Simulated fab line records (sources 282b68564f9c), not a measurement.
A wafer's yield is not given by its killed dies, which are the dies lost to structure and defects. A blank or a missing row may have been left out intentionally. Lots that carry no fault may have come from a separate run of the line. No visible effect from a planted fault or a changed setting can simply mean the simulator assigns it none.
Shared-tool check ; flow rit_cmos ; 15 lots, 45 wafers sampled

## REASON IT WAS OPENED
RIT_CONTACT_OVL_MEAS_09, reading CONTACT_OVL: flagged on 3 of 15 lots. Wafers without a fault read 0.2 nm, standard deviation 1.5.
Rule: a lot gets a flag if all its wafers with a number sit over 4 standard deviations from that mean, or if no wafer of it has a number. As for the other lots, they are considered sound.

lot;measured;on;CONTACT_OVL (nm), wafer by wafer;flag
L740;day 3 05:02;overlay-02;2.5 3.2 1.7;
L741;day 3 08:43;overlay-01;-2.2 0.2 0.5;
L743;day 3 19:23;overlay-02;0.8 0.8 1.3;
L745;day 4 08:38;overlay-01;-0.9 -1.8 -0.7;
L748;day 4 23:06;overlay-01;1.2 0.4 -0.2;
L751;day 5 12:03;overlay-01;-2.6 -0.5 -2.1;
L752;day 5 15:55;overlay-01;2.2 0.3 -2.1;
L753;day 6 02:05;overlay-02;129.4 130.6 130.0;FLAGGED
L754;day 6 03:52;overlay-01;129.1 129.4 130.0;FLAGGED
L755;day 6 05:51;overlay-01;129.3 129.1 129.0;FLAGGED
L756;day 6 12:46;overlay-01;-1.5 -1.0 0.7;
L757;day 6 19:20;overlay-01;-0.6 1.4 -1.3;
L758;day 6 22:59;overlay-01;1.9 3.1 2.9;
L761;day 7 12:08;overlay-01;-0.1 0.4 1.0;
L762;day 7 19:20;overlay-01;2.7 1.6 1.0;
On average the flagged lots' numbers are 129.5 nm, which is +129.3 nm against the usual, or +86 standard deviations.

## WHICH TOOL RAN EACH LOT
The record keeps 1 process step preceding the reading, out of 202 steps on the route. Every cell lists first the tool, next ch and the chambers used by the sampled wafers, and last the start.
lot;flag;RIT_CONTACT_EXPOSE_05
L740;;iline_stepper-02 ch 0, day 3 04:24
L741;;iline_stepper-02 ch 0, day 3 08:05
L743;;iline_stepper-01 ch 0, day 3 18:45
L745;;iline_stepper-02 ch 0, day 4 08:01
L748;;iline_stepper-02 ch 0, day 4 22:29
L751;;iline_stepper-01 ch 0, day 5 11:26
L752;;iline_stepper-02 ch 0, day 5 15:11
L753;FLAGGED;iline_stepper-01 ch 0, day 6 01:29
L754;FLAGGED;iline_stepper-01 ch 0, day 6 03:11
L755;FLAGGED;iline_stepper-01 ch 0, day 6 05:14
L756;;iline_stepper-02 ch 0, day 6 12:08
L757;;iline_stepper-02 ch 0, day 6 18:43
L758;;iline_stepper-02 ch 0, day 6 22:15
L761;;iline_stepper-02 ch 0, day 7 11:31
L762;;iline_stepper-02 ch 0, day 7 18:41
What these steps do:
- RIT_CONTACT_EXPOSE_05: exposes mask M11, target cd 1000 nm.
- RIT_CONTACT_OVL_MEAS_09

## FLAGGED OVER TOTAL, TOOL BY TOOL (the gauges that took the reading come last)
step;tool;lots run;flagged;share of the flagged lots;sound lots run after its first flagged lot
RIT_CONTACT_EXPOSE_05;iline_stepper-01;5;3;all;0
RIT_CONTACT_EXPOSE_05;iline_stepper-02;10;0;none;-
RIT_CONTACT_OVL_MEAS_09;overlay-01;12;2;some;5 (L756,L757,L758,L761,L762)
RIT_CONTACT_OVL_MEAS_09;overlay-02;3;1;some;0

## WHAT IS ALLOWED BY THE TABLE
All flagged lots share 1 row of the table, namely iline_stepper-01 at RIT_CONTACT_EXPOSE_05.
- iline_stepper-01 at RIT_CONTACT_EXPOSE_05: 3 of its 5 lots flagged. Its last sound lot is L751 (day 5 11:26), its first flagged lot L753 (day 6 01:29): a fault that began between those two fits.
Left over: one tool, iline_stepper-01 at RIT_CONTACT_EXPOSE_05.

## WHAT THE SIMULATOR HAD PUT IN
Scanner matching overlay: iline_stepper-01, from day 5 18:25 on, at RIT_CONTACT_EXPOSE_05. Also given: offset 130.
Lots struck among those shown: L753, L754, L755. The same result came from the rule above.
